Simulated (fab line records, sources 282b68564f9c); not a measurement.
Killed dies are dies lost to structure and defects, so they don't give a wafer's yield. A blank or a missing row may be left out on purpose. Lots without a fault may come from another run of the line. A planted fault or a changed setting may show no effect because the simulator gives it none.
A struck lot beside a sound one | flow rit_cmos | 17 steps out of a route of 202
Sound: wafers L717.1, L717.2, L717.4. Struck: wafers L736.2, L736.4, L736.5. The cause comes at the end.
At each step with rows: each side's tool, then ch and its chambers, then its first start. Under that, the readings that differ: sound wafers | struck wafers | difference of the means | sigmas: that difference in standard deviations of wafers without a fault.
alike: readings whose means differ by less than 2 such deviations, and words and numbers that are the same on both sides. not compared: withheld readings, readings that some wafer has no value for, bounds like >300 that may hide the same value, and numbers for which the record gives no deviation and whose values overlap.
The two part at a step that has a row with sigmas, a row that says differs or no value, or rows on one side only. Numbers that don't overlap but have no deviation are shown without sigmas and don't part them. A reading that every wafer of one side lacks parts them only if that side has two wafers or more.

first, 1 step without rows for these wafers: RIT_PSD_IMPLANT_08.
RIT_PSD_STRIP_09: strips in O2, time 180 s.
  sound on plasma_asher-04 ch 0,1, day 3 12:35; struck on plasma_asher-03 ch 0,1, day 8 13:16
  reading                     | sound       | struck      | difference | sigmas
  drypump_motor_current_A (A) | 5.4 5.2 5.3 | 6.1 6.1 6.2 | +0.8       | +2
  alike: rf_refl_power_W
  not compared: rf_hours_counter_h
RIT_PSD_TW_MEAS_10:
  sound on film_metro-01, day 3 12:46; struck on film_metro-04, day 8 13:28
  alike: PSD_TW
then, 3 steps without rows for these wafers: RIT_SDANNEAL_CLEAN_00 (cleans in SC1, time 600 s); RIT_SDANNEAL_CLEAN_01 (cleans in dHF, time 30 s); RIT_SDANNEAL_CLEAN_02 (cleans in SC2, time 600 s).
RIT_SDANNEAL_RTA_03: time 5 s.
  sound on rtp_anneal-01 ch 0, day 3 13:11; struck on rtp_anneal-02 ch 0, day 8 13:53
  alike: wafer_temp_C_max
RIT_SDANNEAL_RS_MEAS_04: measures by four-point-probe.
  sound on film_metro-01, day 3 13:19; struck on film_metro-04, day 8 13:57
  alike: PSD_RS
RIT_SDANNEAL_RS_MEAS_05: measures by four-point-probe.
  sound on film_metro-01, day 3 13:26; struck on film_metro-04, day 8 14:04
  reading         | sound             | struck            | difference | sigmas
  NSD_RS (ohm/sq) | 83.71 83.99 84.06 | 84.92 84.85 85.04 | +1.02      | +4
RIT_SDANNEAL_RS_MEAS_06: measures by four-point-probe.
  sound on film_metro-01, day 3 13:33; struck on film_metro-04, day 8 14:11
  alike: PLDD_RS
RIT_SDANNEAL_RS_MEAS_07: measures by four-point-probe.
  sound on film_metro-01, day 3 13:40; struck on film_metro-04, day 8 14:19
  alike: NLDD_RS
then, 1 step without rows for these wafers: RIT_SILICIDE_WET_ETCH_00 (etches SiO2 in BOE, target depth 14 nm, time 15 s).
RIT_SILICIDE_SPUTTER_01: material Ti, target thk 30 nm, time 240 s.
  sound on pvd_sputter-03, day 3 13:48; struck on pvd_sputter-03, day 8 14:26
  reading                                     | sound                | struck               | difference | sigmas
  cathode_dc_power_W (W)                      | 350.01 349.97 349.97 | 286.01 286.03 285.99 | -63.97     | -99 or more
  model.Ti_of_SILICIDE_SPUTTER_01.thk_nm (nm) | 29.88 30.06 29.89    | 24.09 24.63 24.01    | -5.70      |
  alike: throttle_valve_pct
RIT_SILICIDE_RS_MEAS_02: measures by four-point-probe.
  sound on film_metro-03, day 3 13:57; struck on film_metro-03, day 8 14:36
  reading                 | sound          | struck         | difference | sigmas
  SILICIDE_TI_RS (ohm/sq) | 48.0 47.6 48.1 | 63.1 61.2 63.2 | +14.6      | +23
RIT_SILICIDE_THK_MEAS_03: measures by xrf.
  sound on film_metro-03, day 3 14:04; struck on film_metro-03, day 8 14:43
  reading              | sound          | struck         | difference | sigmas
  SILICIDE_TI_THK (nm) | 30.0 30.0 29.9 | 24.0 24.5 24.0 | -5.8       | -18
RIT_SILICIDE_RTA_04: time 10 s, ramp up 5 s, ramp down 5 s.
  sound on rtp_anneal-02 ch 0, day 3 14:08; struck on rtp_anneal-01 ch 0, day 8 14:46
  reading          | sound             | struck            | difference | sigmas
  wafer_temp_C_max | 655.7 656.8 654.7 | 651.7 653.3 651.5 | -3.6       | -3
RIT_M1_PROBE_99:
  sound on prober-02, day 3 20:56; struck on prober-01, day 8 21:23
  reading                              | sound             | struck            | difference | sigmas
  model.etest.npoly_line.line_ohm_um   | 172.3 175.2 174.8 | 189 187.2 191.7   | +15        |
  model.etest.ppoly_line.line_ohm_um   | 162.6 169.5 168.9 | 180.3 176.1 182.5 | +12.6      |
  model.etest.contact_nplus.end_ohm_um | 39.77 42.12 41.16 | 35.48 35.59 35.2  | -5.59      |
  model.etest.contact_pplus.end_ohm_um | 43.48 44.43 42.97 | 38.03 38.19 38.48 | -5.39      |
  model.etest.ppoly_line.width_nm (nm) | 100.6 98.74 98.43 | 107 107.5 106     | +8         |
  model.etest.npoly_line.width_nm (nm) | 99.69 98.62 97.49 | 105.5 106.3 104.9 | +7.0       |
  model.etest.npoly_line.rs_ohm_sq     | 17.11 16.96 17.09 | 20.18 19.78 20.31 | +3.04      |
  model.etest.ppoly_line.rs_ohm_sq     | 16.58 16.59 16.6  | 19.14 18.92 19.31 | +2.53      |
  alike: killed_at_contacts, killed_at_front_end, killed_dies, killed_open, killed_short

WHERE THEY PART
First at RIT_PSD_STRIP_09; last, within this record, at RIT_SILICIDE_RTA_04. Later steps at which nothing parts them and some readings are alike: RIT_M1_PROBE_99.

WHY: what the simulator had put in
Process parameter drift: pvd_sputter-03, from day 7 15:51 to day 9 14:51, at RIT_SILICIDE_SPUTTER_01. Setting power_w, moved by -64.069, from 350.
